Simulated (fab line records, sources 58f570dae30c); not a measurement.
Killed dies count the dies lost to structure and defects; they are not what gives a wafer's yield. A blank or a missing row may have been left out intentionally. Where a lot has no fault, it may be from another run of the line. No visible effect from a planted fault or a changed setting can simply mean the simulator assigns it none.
fab line records | flow berkeley-cmos170
record lots=7 | wafers=21 | last-day=12
route steps=331 shown NLDD@168 SPACER@171 PSD@175
lots untouched by any fault: they come from a run of this same line in which no faults occurred
start-h: hours from the record's opening day to when the first of the lot's shown wafers began | wait-h: hours from the lot's prior step to this one | " same as the row above | L1.1+2: several wafers, shown together as one row | - no value, or no start given | * or withheld: withheld | < > ~ a bound
route shown NAME@n: NAME is a module with steps in the file, n the number in the route of the first one | usual: average and standard deviation across the fault-free wafers | same: alike in all rows | chamber/n: place in a boat | sites: readings site by site | _std_site: the standard deviation of these | _edge_site: mean of outer sites minus mean of inner sites | radius-mm: for every site, how far away it sits from the centre of the wafer | mask NAME#n: copy n | behind: tool/chamber where the wafer was last shaped | hold: why the lot went on hold/how many hours it stayed there/how the hold came to an end | device: whichever transistor did not switch (one of n, p or np) | end of line: at the end of the route, the tests of the same wafers | step lacking rows: just its recipe | killed: the dies lost at the first sort to structure and to defects; this is not the yield of the wafer | map: a wafer's dies, marking killed ones x, the rest . and places with no die _
set.NAME: the setting the step ran with; set.NAME@STEP: the setting that earlier step ran with | model.NAME: the simulator's own value behind a step, which no gauge read
a table for each step, a row for each wafer; lots at some steps of the route
services: from which hour (start-h, from the record's first day; less than 0 if before it) a tool's chamber was out of use, for how many hours, and why
## steps
# step UCB170_NLDD_STRIP_10
# recipe chemistry=O2 | power-w=400 | pressure-mtorr=3500 | platen-temp-c=withheld | o2-flow-sccm=400 | overash-fraction=0.5
# usual drypump-motor-current-A=5.88/0.24 | oes-product-au=0.734/0.0045 | strip-time-to-endpoint-s=21.59/0.064
lot.wafer | tool            | chamber | start-h | wait-h | drypump-motor-current-A | oes-product-au | rf-hours-counter-h | strip-time-to-endpoint-s
L113.1    | plasma-asher-01 | 1       | 152.94  | 0.1    | 6.24                    | 0.729          | 46                 | 21.57
L113.5    | "               | 1       | "       | "      | 6.24                    | 0.735          | -                  | 21.50
L113.6    | "               | 0       | "       | "      | 6.00                    | 0.735          | -                  | 21.64
L116.1    | plasma-asher-04 | 1       | 164.22  | 0.1    | 5.67                    | 0.733          | 48                 | 21.60
L116.2    | "               | 0       | "       | "      | 5.84                    | 0.742          | 48                 | 21.47
L116.4    | "               | 0       | "       | "      | 5.84                    | 0.735          | -                  | 21.49
L122.1    | plasma-asher-04 | 1       | 193.35  | 0.1    | 5.65                    | 0.733          | 51                 | 21.65
L122.3    | "               | 1       | "       | "      | 5.63                    | 0.735          | -                  | 21.66
L122.6    | "               | 1       | "       | "      | 5.63                    | 0.735          | -                  | 21.65
L121.1    | plasma-asher-04 | 0       | 193.95  | 0.1    | 5.84                    | 0.745          | 51                 | 21.58
L121.2    | "               | 1       | "       | "      | 5.67                    | 0.732          | 51                 | 21.53
L121.3    | "               | 0       | "       | "      | 5.82                    | 0.732          | -                  | 21.51
L120.1    | plasma-asher-03 | 0       | 194.22  | 0.1    | 5.48                    | 0.728          | 38                 | 21.61
L120.3    | "               | 0       | "       | "      | 5.49                    | 0.735          | -                  | 21.62
L120.6    | "               | 1       | "       | "      | 6.00                    | 0.733          | -                  | 21.52
L128.2    | plasma-asher-01 | 1       | 217.07  | 0.1    | 6.27                    | 0.735          | 52                 | 21.65
L128.3    | "               | 1       | "       | "      | 6.27                    | 0.741          | -                  | 21.70
L128.4    | "               | 0       | "       | "      | 6.00                    | 0.727          | -                  | 21.62
L130.1    | plasma-asher-01 | 0       | 237.16  | 0.1    | 6.01                    | 0.737          | 55                 | 21.65
L130.2    | "               | 1       | "       | "      | 6.24                    | 0.732          | 55                 | 21.66
L130.3    | "               | 1       | "       | "      | 6.23                    | 0.735          | -                  | 21.66
# step UCB170_NLDD_TW_MEAS_11
# usual NLDD_TW=2227/25
lot.wafer | tool          | chamber | start-h | wait-h | NLDD_TW
L113.1    | film-metro-04 | -       | 153.04  | 0.1    | 2247
L113.5    | "             | -       | "       | "      | 2263
L113.6    | "             | -       | "       | "      | 2260
L116.1    | film-metro-04 | -       | 164.32  | 0.1    | 2244
L116.2    | "             | -       | "       | "      | 2254
L116.4    | "             | -       | "       | "      | 2258
L122.1    | film-metro-01 | -       | 193.45  | 0.1    | 2248
L122.3    | "             | -       | "       | "      | 2243
L122.6    | "             | -       | "       | "      | 2240
L121.1    | film-metro-02 | -       | 194.05  | 0.1    | 2190
L121.2    | "             | -       | "       | "      | 2200
L121.3    | "             | -       | "       | "      | 2196
L120.1    | film-metro-02 | -       | 194.32  | 0.1    | 2203
L120.3    | "             | -       | "       | "      | 2191
L120.6    | "             | -       | "       | "      | 2200
L128.2    | film-metro-02 | -       | 217.18  | 0.1    | 2195
L128.3    | "             | -       | "       | "      | 2189
L128.4    | "             | -       | "       | "      | 2194
L130.1    | film-metro-04 | -       | 237.26  | 0.1    | 2250
L130.2    | "             | -       | "       | "      | 2247
L130.3    | "             | -       | "       | "      | 2247
# step UCB170_NLDD_CLEAN_12
# recipe chemistry=SPM | temp-c=120 | time-s=600
# step UCB170_SPACER_CVD_00
# recipe material=SiO2 | target-thk-nm=376 | temp-c=390 | precursor=TEOS/O2 | time-s=47 | rf-w=550 | pressure-mtorr=9000
# usual heater-power-w=251/46
lot.wafer | tool     | chamber | start-h | wait-h | heater-power-w
L113.1    | pecvd-01 | 1       | 153.47  | 0.0    | 302
L113.5    | "        | 0       | "       | "      | 236
L113.6    | "        | 1       | "       | "      | 311
L116.1    | pecvd-04 | 1       | 164.57  | 0.0    | 203
L116.2    | "        | 0       | "       | "      | 216
L116.4    | "        | 0       | "       | "      | 232
L122.1    | pecvd-04 | 0       | 193.69  | 0.0    | 206
L122.3    | "        | 2       | "       | "      | 251
L122.6    | "        | 1       | "       | "      | 214
L121.1    | pecvd-01 | 2       | 194.28  | 0.0    | 264
L121.2    | "        | 0       | "       | "      | 262
L121.3    | "        | 1       | "       | "      | 246
L120.1    | pecvd-02 | 1       | 194.56  | 0.0    | 350
L120.3    | "        | 0       | "       | "      | 337
L120.6    | "        | 1       | "       | "      | 245
L128.2    | pecvd-04 | 0       | 217.40  | 0.0    | 263
L128.3    | "        | 2       | "       | "      | 209
L128.4    | "        | 1       | "       | "      | 196
L130.1    | pecvd-04 | 0       | 237.50  | 0.0    | 214
L130.2    | "        | 1       | "       | "      | 239
L130.3    | "        | 2       | "       | "      | 244
# step UCB170_SPACER_THK_MEAS_01
# recipe reads=SiO2_of_SPACER_CVD_00
# usual SPACER_TEOS_THK=377/4.5
lot.wafer | tool          | chamber | start-h | wait-h | SPACER_TEOS_THK[nm]
L113.1    | film-metro-02 | -       | 153.51  | 0.0    | 377
L113.5    | "             | -       | "       | "      | 384
L113.6    | "             | -       | "       | "      | 384
L116.1    | film-metro-02 | -       | 164.62  | 0.0    | 374
L116.2    | "             | -       | "       | "      | 376
L116.4    | "             | -       | "       | "      | 380
L122.1    | film-metro-04 | -       | 193.73  | 0.0    | 377
L122.3    | "             | -       | "       | "      | 375
L122.6    | "             | -       | "       | "      | 382
L121.1    | film-metro-03 | -       | 194.32  | 0.0    | 375
L121.2    | "             | -       | "       | "      | 371
L121.3    | "             | -       | "       | "      | 372
L120.1    | film-metro-02 | -       | 194.60  | 0.0    | 372
L120.3    | "             | -       | "       | "      | 382
L120.6    | "             | -       | "       | "      | 380
L128.2    | film-metro-02 | -       | 217.46  | 0.0    | 376
L128.3    | "             | -       | "       | "      | 372
L128.4    | "             | -       | "       | "      | 376
L130.1    | film-metro-02 | -       | 237.54  | 0.0    | 376
L130.2    | "             | -       | "       | "      | 373
L130.3    | "             | -       | "       | "      | 375
# step UCB170_SPACER_ANNEAL_02
# recipe temp-c=900 | time-s=1800 | ambient=N2
# step UCB170_SPACER_ETCHBACK_03
# recipe stop-on=Si | target=SiO2 | chemistry=CHF3/CF4/Ar | CHF3_flow_sccm=50 | cf4-flow-sccm=10 | Ar_flow_sccm=120 | pressure-mtorr=200 | rf-w=500 | target-depth-a=3760 | time-s=100
# usual CHF3_flow_sccm=50.01/0.16 | drypump-motor-current-A=5.4/0.33 | oes-product-au=0.898/0.018 | throttle-valve-pct=6.52/0.12
lot.wafer | tool        | chamber | start-h | wait-h | CHF3_flow_sccm | drypump-motor-current-A | oes-product-au | rf-hours-counter-h | throttle-valve-pct
L113.1    | rie-diel-01 | 3       | 155.65  | 0.0    | 49.93          | 5.5                     | 0.912          | 70                 | 6.63
L113.5    | "           | 0       | "       | "      | 50.01          | 4.9                     | 0.917          | -                  | 6.38
L113.6    | "           | 3       | "       | "      | 50.04          | 5.5                     | 0.924          | -                  | 6.63
L116.1    | rie-diel-02 | 0       | 169.75  | 0.0    | 50.33          | 5.4                     | 0.882          | 59                 | 6.45
L116.2    | "           | 2       | "       | "      | 50.08          | 5.2                     | 0.907          | 61                 | 6.54
L116.4    | "           | 0       | "       | "      | 49.93          | 5.4                     | 0.905          | -                  | 6.45
L121.1    | rie-diel-01 | 0       | 196.78  | 0.0    | 50.05          | 4.9                     | 0.901          | 40                 | 6.38
L121.2    | "           | 2       | "       | "      | 50.07          | 5.7                     | 0.891          | 116                | 6.44
L121.3    | "           | 3       | "       | "      | 50.03          | 5.5                     | 0.908          | 72                 | 6.62
L122.1    | rie-diel-03 | 1       | 196.78  | 0.0    | 50.10          | 5.3                     | 0.898          | 22                 | 6.63
L122.3    | "           | 3       | "       | "      | 50.04          | 5.3                     | 0.890          | 51                 | 6.63
L122.6    | "           | 0       | "       | "      | 49.80          | 5.8                     | 0.890          | -                  | 6.29
L120.1    | rie-diel-02 | 1       | 196.80  | 0.0    | 50.08          | 5.9                     | 0.870          | 28                 | 6.67
L120.3    | "           | 3       | "       | "      | 50.42          | 5.1                     | 0.891          | 65                 | 6.36
L120.6    | "           | 3       | "       | "      | 50.32          | 5.1                     | 0.880          | -                  | 6.34
L128.2    | rie-diel-02 | 2       | 221.58  | 0.0    | 49.86          | 5.2                     | 0.920          | 63                 | 6.55
L128.3    | "           | 1       | "       | "      | 49.93          | 6.0                     | 0.869          | 29                 | 6.69
L128.4    | "           | 0       | "       | "      | 50.01          | 5.4                     | 0.889          | 61                 | 6.46
L130.1    | rie-diel-03 | 2       | 243.83  | 0.0    | 50.00          | 5.9                     | 0.923          | 139                | 6.57
L130.2    | "           | 3       | "       | "      | 49.91          | 5.3                     | 0.884          | 53                 | 6.62
L130.3    | "           | 1       | "       | "      | 49.95          | 5.3                     | 0.889          | 24                 | 6.62
# step UCB170_PSD_HMDS_00
# recipe prime-time-s=60 | prime-temp-c=100
# step UCB170_PSD_COAT_01
# recipe resist=KrF | spin-rpm=1500 | resist-thk-nm=900
# step UCB170_PSD_SOFTBAKE_02
# recipe resist=KrF | temp-c=130 | time-s=60
# step UCB170_PSD_EXPOSE_03
# recipe mask-id=PSELECT_MOD | na=0.5 | sigma-outer=0.6 | source-shape=conventional | target-cd-nm=1200 | dose-mj=29.75
# step UCB170_PSD_PEB_04
# recipe peb-temp-c=130 | peb-time-s=withheld | resist=KrF
# step UCB170_PSD_DEVELOP_05
# recipe developer=TMAH | develop-time-s=45 | resist=KrF | dev-temp-c=21
# usual chill-plate-temp-C=23.00/0.1 | develop-time-s=45/0
lot.wafer | tool           | chamber | start-h | wait-h | chill-plate-temp-C | develop-time-s | model.KrF_of_PSD_COAT_01.thk-nm
L113.1    | litho-track-02 | 0       | 157     | -      | 23.09              | 45             | 884.8
L113.5    | "              | 0       | "       | "      | 22.78              | 45             | 887.1
L113.6    | "              | 0       | "       | "      | 22.83              | 45             | 887.1
L116.1    | litho-track-04 | 0       | 170     | -      | 22.93              | 45             | 883.4
L116.2    | "              | 0       | "       | "      | 23.06              | 45             | 882.6
L116.4    | "              | 0       | "       | "      | 22.97              | 45             | 881.6
L122.1    | litho-track-03 | -       | 197     | -      | -                  | -              | 900.4
L122.3    | "              | -       | "       | "      | -                  | -              | 901.6
L122.6    | "              | -       | "       | "      | -                  | -              | 901
L121.1    | litho-track-02 | -       | 197     | -      | -                  | -              | 899.3
L121.2    | "              | -       | "       | "      | -                  | -              | 894.6
L121.3    | "              | -       | "       | "      | -                  | -              | 896.7
L120.1    | litho-track-04 | -       | 197     | -      | -                  | -              | 900
L120.3    | "              | -       | "       | "      | -                  | -              | 898.8
L120.6    | "              | -       | 198     | -      | -                  | -              | 899.2
L128.2    | litho-track-02 | 0       | 222     | -      | 22.97              | 45             | 885.9
L128.3    | "              | 0       | "       | "      | 23.13              | 45             | 885.7
L128.4    | "              | 0       | "       | "      | 23.14              | 45             | 885.9
L130.1    | litho-track-02 | 0       | 244     | -      | 23.13              | 45             | 882.8
L130.2    | "              | 0       | "       | "      | 23.03              | 45             | 885.9
L130.3    | "              | 0       | "       | "      | 23.04              | 45             | 889.6
# step UCB170_PSD_CD_MEAS_06
# recipe target-cd-nm=1200
# usual cd-nm=1199.7/1.6
lot.wafer | tool      | chamber | start-h | wait-h | cd-nm
L113.1    | cd-sem-02 | -       | 157.39  | -      | 1198.4
L113.5    | "         | -       | "       | "      | 1199.2
L113.6    | "         | -       | "       | "      | 1199.8
L116.1    | cd-sem-02 | -       | 170.86  | -      | 1202.5
L116.2    | "         | -       | "       | "      | 1201.4
L116.4    | "         | -       | "       | "      | 1201.7
L122.1    | cd-sem-02 | -       | 197.82  | -      | -
L122.3    | "         | -       | "       | "      | -
L122.6    | "         | -       | "       | "      | -
L121.1    | cd-sem-01 | -       | 197.94  | -      | -
L121.2    | "         | -       | "       | "      | -
L121.3    | "         | -       | "       | "      | -
L120.1    | cd-sem-02 | -       | 198.05  | -      | -
L120.3    | "         | -       | "       | "      | -
L120.6    | "         | -       | "       | "      | -
L128.2    | cd-sem-01 | -       | 222.87  | -      | 1195.7
L128.3    | "         | -       | "       | "      | 1196.2
L128.4    | "         | -       | "       | "      | 1196.5
L130.1    | cd-sem-02 | -       | 244.75  | -      | 1202.0
L130.2    | "         | -       | "       | "      | 1201.9
L130.3    | "         | -       | "       | "      | 1201.3
## services
tool            | chamber | start-h | hours | kind
rie-diel-03     | 0       | 153.65  | 5.4   | repair
rie-diel-02     | 1       | 167.29  | 9.5   | repair
rie-diel-01     | 0       | 175.24  | 6.2   | repair
pecvd-02        | -       | 178.86  | 3.3   | repair
plasma-asher-03 | -       | 187.87  | 1.6   | repair
pecvd-02        | -       | 191.61  | 2.8   | pm
plasma-asher-03 | -       | 194.65  | 2.0   | repair
rie-diel-02     | 3       | 204.85  | 1.3   | repair
rie-diel-03     | -       | 221.34  | 0.3   | repair
pecvd-01        | -       | 223.83  | 2.8   | pm
rie-diel-03     | 3       | 231.53  | 5.3   | repair
pecvd-02        | 1       | 233.35  | 12.0  | repair
pecvd-02        | 0       | 240.09  | 28.9  | repair
rie-diel-03     | 0       | 241.29  | -     | clean
rie-diel-03     | 0       | 241.29  | 25.9  | scheduled-down
rie-diel-03     | 0       | 241.29  | 25.9  | vent-cycle
pecvd-01        | -       | 242.50  | 14.0  | pm
pecvd-01        | 0       | 242.50  | 14.0  | vent-cycle
pecvd-01        | 1       | 242.50  | 14.0  | vent-cycle
pecvd-01        | 2       | 242.50  | 14.0  | vent-cycle
## key
first-sign step=UCB170_PSD_DEVELOP_05 | reading=tool-record | direction=missing
effect none on later readings
model-effect step=UCB170_PSD_DEVELOP_05 | value=KrF_of_PSD_COAT_01.thk-nm | without=884.9 | struck=899.1
met-at UCB170_PSD_DEVELOP_05
struck-wafers L120.1,L120.3,L120.6,L121.1,L121.2,L121.3,L122.1,L122.3,L122.6
sort-left-out L120.1,L120.3,L120.6,L121.1,L121.2,L121.3,L122.1,L122.3,L122.6
tester-left-out L120,L121,L122
onset-between 170 197
fault kind=skipped-step-whole | tool=litho-track-02,litho-track-03,litho-track-04 | chamber=- | onset-h=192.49 | steps=UCB170_PSD_DEVELOP_05 | scope=struck-lots-only
# tester-left-out: of these lots the tester's yield and bins aren't shown, on N5 and GAA mostly nor the transistor test; their killed dies are dies lost to structure and defects alone, not to doping, threshold or leakage, so they don't give the yield
# sort-left-out: the simulated sort isn't trusted on such a fault, so these wafers' sort isn't shown, and their yield isn't known
